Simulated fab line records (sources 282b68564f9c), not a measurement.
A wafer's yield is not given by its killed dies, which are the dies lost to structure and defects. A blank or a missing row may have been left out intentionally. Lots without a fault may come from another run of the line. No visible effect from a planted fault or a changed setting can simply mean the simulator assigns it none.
Which of the tools did it?    flow rit cmos    Sampling: 6 lots, 18 wafers, 2 of 202 route steps

WHAT THE GAUGES READ, wafer by wafer
RIT_M1_RS_MEAS_01: the measuring method here is four-point-probe.
lot   measured     on             M1_AL_RS (ohm/sq)
L377  day 3 12:11  film metro-02  0.0734 0.0729 0.0734
L379  day 4 00:16  film metro-02  0.0739 0.0742 0.0736
L381  day 4 08:22  film metro-04  0.0738 0.0740 0.0738
L386  day 5 12:16  film metro-02  0.0568 0.0558 0.0566
L393  day 6 20:12  film metro-02  0.0724 0.0717 0.0717
L397  day 7 15:58  film metro-02  0.0739 0.0738 0.0739

EACH LOT AND THE TOOL THAT RAN IT (in order: tool; ch and the chambers of the sampled wafers; start)
lot   RIT_M1_SPUTTER_00
L377  pvd sputter-01, day 3 11:53
L379  pvd sputter-01, day 3 23:58
L381  pvd sputter-01, day 4 08:04
L386  pvd sputter-04, day 5 11:58
L393  pvd sputter-02, day 6 19:54
L397  pvd sputter-01, day 7 15:40
- RIT_M1_SPUTTER_00: material Al, target thk 400 nm, time 500 s.

THE ANSWER, worked out from the rows above alone
Rule: the lots themselves supply what counts as usual. Put in order of their means at a reading, lots are off if they are a third of the lots or fewer, leave a main group of 4 or more, and stand apart from it by a gap of 3 or more times the standard deviation of the main group's means; of several such gaps the widest counts. A main group whose means are all the same, to the digits that the tables above print for the reading, isn't used. Also off: a lot with no number at a reading for which 4 or more lots have one. The other lots that the step has rows for count as sound.
Off: L386, seen at RIT_M1_RS_MEAS_01 (M1_AL_RS). Main group: mean 0.0734 ohm/sq, sd 0.00076.
If a tool, at a process step before that reading, ran all the lots that are off and no sound lot after the first of them, it fits. Those tools and the gauges at RIT_M1_RS_MEAS_01 are tried in the same way. One fits: pvd sputter-04 at RIT_M1_SPUTTER_00. It ran no sound lot before its first lot that is off in this sample, so the start can't be narrowed down.

WHAT HAD BEEN PUT IN BY THE SIMULATOR
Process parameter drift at RIT_M1_SPUTTER_00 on pvd sputter-04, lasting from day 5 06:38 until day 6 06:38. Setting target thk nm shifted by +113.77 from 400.
Lots struck among those shown: L386. The rule above found the same.
